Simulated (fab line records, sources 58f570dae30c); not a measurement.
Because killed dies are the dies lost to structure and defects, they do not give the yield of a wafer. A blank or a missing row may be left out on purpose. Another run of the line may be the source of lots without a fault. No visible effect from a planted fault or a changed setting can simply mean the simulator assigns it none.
Split-lot trial || flow berkeley_cmos170 || 23 wafers read from 5 lots, route of 331 steps

SPLIT DETAILS
At UCB170_NLDD_EXPOSE_03 (exposes mask NSELECT, target cd 1200 nm), the setting dose_mj was moved away from the recipe's 30 on 9 of the 23 wafers read, by -3.1% to +7.4%. For the rest of the wafers, this setting stayed at what the recipe calls for.

FROM THE SPLIT TO THE READING: what the file shows between them, 2 steps
- UCB170_NLDD_PEB_04
- UCB170_NLDD_DEVELOP_05: develop time 45 s

THE READING
cd_nm at UCB170_NLDD_CD_MEAS_06, given in nm (cd target 1200 nm). Typical for fault-free wafers on this fab line: 1200.0 nm, with standard deviation 1.4 nm.

{"wafer": "L075.1", "tool, chamber at the split": "krf_scanner-01, 0", "dose_mj as run": 30, "against the recipe": "recipe", "cd_nm, nm": 1200.2, "against lot-mates on the recipe": "-"}
{"wafer": "L075.3", "tool, chamber at the split": "krf_scanner-01, 0", "dose_mj as run": 31.17, "against the recipe": "+3.9%", "cd_nm, nm": 1206.9, "against lot-mates on the recipe": "+5.8"}
{"wafer": "L075.4", "tool, chamber at the split": "krf_scanner-01, 0", "dose_mj as run": 31.17, "against the recipe": "+3.9%", "cd_nm, nm": 1208.1, "against lot-mates on the recipe": "+6.9"}
{"wafer": "L075.5", "tool, chamber at the split": "krf_scanner-01, 0", "dose_mj as run": 31.17, "against the recipe": "+3.9%", "cd_nm, nm": 1208.3, "against lot-mates on the recipe": "+7.1"}
{"wafer": "L075.6", "tool, chamber at the split": "krf_scanner-01, 0", "dose_mj as run": 30, "against the recipe": "recipe", "cd_nm, nm": 1202.1, "against lot-mates on the recipe": "-"}
{"wafer": "L074.1", "tool, chamber at the split": "krf_scanner-02, 0", "dose_mj as run": 29.19, "against the recipe": "-2.7%", "cd_nm, nm": 1196.3, "against lot-mates on the recipe": -5.7}
{"wafer": "L074.3", "tool, chamber at the split": "krf_scanner-02, 0", "dose_mj as run": 29.19, "against the recipe": "-2.7%", "cd_nm, nm": 1197.4, "against lot-mates on the recipe": -4.6}
{"wafer": "L074.4", "tool, chamber at the split": "krf_scanner-02, 0", "dose_mj as run": 30, "against the recipe": "recipe", "cd_nm, nm": 1201.4, "against lot-mates on the recipe": "-"}
{"wafer": "L074.5", "tool, chamber at the split": "krf_scanner-02, 0", "dose_mj as run": 30, "against the recipe": "recipe", "cd_nm, nm": 1201.9, "against lot-mates on the recipe": "-"}
{"wafer": "L074.6", "tool, chamber at the split": "krf_scanner-02, 0", "dose_mj as run": 30, "against the recipe": "recipe", "cd_nm, nm": 1202.6, "against lot-mates on the recipe": "-"}
{"wafer": "L077.1", "tool, chamber at the split": "krf_scanner-01, 0", "dose_mj as run": 30, "against the recipe": "recipe", "cd_nm, nm": 1199.5, "against lot-mates on the recipe": "-"}
{"wafer": "L077.2", "tool, chamber at the split": "krf_scanner-01, 0", "dose_mj as run": 30, "against the recipe": "recipe", "cd_nm, nm": 1199.1, "against lot-mates on the recipe": "-"}
{"wafer": "L077.6", "tool, chamber at the split": "krf_scanner-01, 0", "dose_mj as run": 30, "against the recipe": "recipe", "cd_nm, nm": 1198.5, "against lot-mates on the recipe": "-"}
{"wafer": "L082.1", "tool, chamber at the split": "krf_scanner-02, 0", "dose_mj as run": 30, "against the recipe": "recipe", "cd_nm, nm": 1197.3, "against lot-mates on the recipe": "-"}
{"wafer": "L082.3", "tool, chamber at the split": "krf_scanner-02, 0", "dose_mj as run": 30, "against the recipe": "recipe", "cd_nm, nm": 1197.5, "against lot-mates on the recipe": "-"}
{"wafer": "L082.4", "tool, chamber at the split": "krf_scanner-02, 0", "dose_mj as run": 32.21, "against the recipe": "+7.4%", "cd_nm, nm": 1209.7, "against lot-mates on the recipe": "+12.1"}
{"wafer": "L082.5", "tool, chamber at the split": "krf_scanner-02, 0", "dose_mj as run": 32.21, "against the recipe": "+7.4%", "cd_nm, nm": 1209.9, "against lot-mates on the recipe": "+12.3"}
{"wafer": "L082.6", "tool, chamber at the split": "krf_scanner-02, 0", "dose_mj as run": 30, "against the recipe": "recipe", "cd_nm, nm": 1198.0, "against lot-mates on the recipe": "-"}
{"wafer": "L085.1", "tool, chamber at the split": "krf_scanner-01, 0", "dose_mj as run": 30, "against the recipe": "recipe", "cd_nm, nm": 1200.8, "against lot-mates on the recipe": "-"}
{"wafer": "L085.2", "tool, chamber at the split": "krf_scanner-01, 0", "dose_mj as run": 30, "against the recipe": "recipe", "cd_nm, nm": 1199.9, "against lot-mates on the recipe": "-"}
{"wafer": "L085.3", "tool, chamber at the split": "krf_scanner-01, 0", "dose_mj as run": 29.06, "against the recipe": "-3.1%", "cd_nm, nm": 1193.6, "against lot-mates on the recipe": -7.1}
{"wafer": "L085.4", "tool, chamber at the split": "krf_scanner-01, 0", "dose_mj as run": 30, "against the recipe": "recipe", "cd_nm, nm": 1201.3, "against lot-mates on the recipe": "-"}
{"wafer": "L085.6", "tool, chamber at the split": "krf_scanner-01, 0", "dose_mj as run": 29.06, "against the recipe": "-3.1%", "cd_nm, nm": 1194.8, "against lot-mates on the recipe": -5.9}

THE FIT
A straight line over all 23 wafers: cd_nm changes by +1.52 nm for each +1% of dose_mj; r = +0.93; the points scatter about the line by 1.7 nm.
The same after taking each lot's own level away (the mean of its wafers on the recipe; 23 wafers): +1.74 nm for each +1%; r = +0.99; scatter 0.66 nm.
Per that fit: largest dose_mj move, reading shift of 13 nm.
Measured against the standard deviation above, the lots' own levels, which go from 1197.60 to 1201.97 nm, span 3.1 times it.
So the slope is not independent of the lot-to-lot level: the two fits are not the same.
Check: for one of the wafers moved furthest among these (+7.4%), held out of the fit, the line's prediction against its lot-mates is +12.9 nm. It came out at +12.1 nm against them.

OTHER SPLITS APPLIED TO THESE WAFERS
These wafers also went through other splits before the reading. Each is held against what the fit with the lots' levels taken away leaves over:
{"other split on the same wafers": "UCB170_PWELL_CVD_05 temp_c", "wafers away from the commonest value": 15, "r with cd_nm (lot level and that fit taken away)": -0.11}
{"other split on the same wafers": "UCB170_ACTIVE_STRIP_16 power_w", "wafers away from the commonest value": 7, "r with cd_nm (lot level and that fit taken away)": -0.10}
{"other split on the same wafers": "UCB170_GATE_OXIDATION_01 temp_c", "wafers away from the commonest value": 15, "r with cd_nm (lot level and that fit taken away)": -0.16}

FILE'S OWN FIT
cd_nm changes by +1.73 nm for each +1% of dose_mj, r = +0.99.
